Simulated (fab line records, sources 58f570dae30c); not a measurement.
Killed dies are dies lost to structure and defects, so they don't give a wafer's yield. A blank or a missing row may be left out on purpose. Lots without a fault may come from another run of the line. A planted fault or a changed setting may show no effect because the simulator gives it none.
A struck lot beside a sound one | flow berkeley_cmos170 | 15 steps out of a route of 331
Sound: wafers L582.2, L582.4, L582.5. Struck: wafers L585.2, L585.3, L585.6. The cause comes at the end.
At each step with rows: each side's tool, then ch and its chambers, then its first start. Under that, the readings that differ: sound wafers | struck wafers | difference of the means | sigmas: that difference in standard deviations of wafers without a fault.
alike: readings whose means differ by less than 2 such deviations, and words and numbers that are the same on both sides. not compared: withheld readings, readings that some wafer has no value for, bounds like >300 that may hide the same value, and numbers for which the record gives no deviation and whose values overlap.
The two part at a step that has a row with sigmas, a row that says differs or no value, or rows on one side only. Numbers that don't overlap but have no deviation are shown without sigmas and don't part them. A reading that every wafer of one side lacks parts them only if that side has two wafers or more.

first, 3 steps without rows for these wafers: UCB170_PWELL_EXPOSE_10 (exposes mask PWELL, target cd 3000 nm); UCB170_PWELL_PEB_11; UCB170_PWELL_DEVELOP_12 (develop time 45 s).
UCB170_PWELL_OVL_MEAS_13:
  sound on overlay-02, day 3 23:37; struck on overlay-02, day 4 18:03
  reading        | sound      | struck | difference | sigmas
  PWELL_OVL (nm) | -14 -17 -3 | 5 -3 2 | +13        | +2
UCB170_PWELL_ETCH_14: etches Si3N4 in CH3F/Ar/O2, stops on SiO2, target depth 242 nm, time 151 s.
  sound on rie_diel-04 ch 0,2,3, day 3 23:38; struck on rie_diel-04 ch 1,3, day 4 18:05
  alike: drypump_motor_current_A, oes_product_au, throttle_valve_pct
  not compared: rf_hours_counter_h
then, 1 step without rows for these wafers: UCB170_PWELL_IMPLANT_15.
UCB170_PWELL_STRIP_16: strips in O2.
  sound on plasma_asher-02 ch 0,1, day 3 23:53; struck on plasma_asher-04 ch 0,1, day 4 18:20
  alike: drypump_motor_current_A, oes_product_au, strip_time_to_endpoint_s
  not compared: rf_hours_counter_h
UCB170_PWELL_TW_MEAS_17:
  sound on film_metro-02, day 4 00:00; struck on film_metro-04, day 4 18:26
  alike: PWELL_TW
then, 4 steps without rows for these wafers: UCB170_PWELL_CLEAN_18 (cleans in SPM, time 600 s); UCB170_PWELL_WET_ETCH_19 (etches Si3N4 in H3PO4, time 14400 s); UCB170_PWELL_WET_ETCH_20 (etches SiO2 in BOE, time 22 s); UCB170_WELLDRIVE_CLEAN_00 (cleans in SPM, time 600 s).
UCB170_WELLDRIVE_OXIDATION_01: target thk 199 nm, ox time 9000 s.
  sound on furnace-02 ch 0, day 4 08:59; struck on furnace-02 ch 0, day 5 01:59
  reading                                          | sound                | struck               | difference | sigmas
  spike_tc_centre_C (C)                            | 1101.8 1102.5 1102.6 | 972.4 972.1 973.1    | -129.8     | -99 or more
  spike_tc_load_C (C)                              | 1128.8 1126.9 1128.4 | 995.4 994.0 994.1    | -133.5     | -99 or more
  spike_tc_source_C (C)                            | 1124 1126 1124       | 992 992 994          | -132       | -37
  tube_center_temp_C (C)                           | 1100.1 1100 1100.2   | 968.72 968.79 968.79 | -131.33    | -99 or more
  tube_center_temp_C_max                           | 1103.2 1102.4 1103.8 | 970.8 971.7 971.6    | -131.8     | -99 or more
  zone_power_load_pct (%)                          | 43 43 42             | 31 32 32             | -11        | -3
  zone_power_source_pct (%)                        | 41 41 42             | 30 31 31             | -11        | -2
  model.SiO2_of_WELLDRIVE_OXIDATION_01.thk_nm (nm) | 195.8 191.2 193.3    | 70.03 74.54 73.52    | -120.74    |
UCB170_WELLDRIVE_THK_MEAS_02:
  sound on film_metro-03, day 4 12:29; struck on film_metro-04, day 5 05:44
  reading                  | sound       | struck   | difference | sigmas
  WELLDRIVE_OXIDE_THK (nm) | 196 191 193 | 70 75 74 | -120       | -36
  not compared: hold
UCB170_M3_PROBE_99:
  the record has rows for the sound wafers here (prober-02, day 8 14:23) and none for the struck ones

WHERE THEY PART
First at UCB170_PWELL_OVL_MEAS_13; last, within this record, at UCB170_M3_PROBE_99.

WHY: what the simulator had put in
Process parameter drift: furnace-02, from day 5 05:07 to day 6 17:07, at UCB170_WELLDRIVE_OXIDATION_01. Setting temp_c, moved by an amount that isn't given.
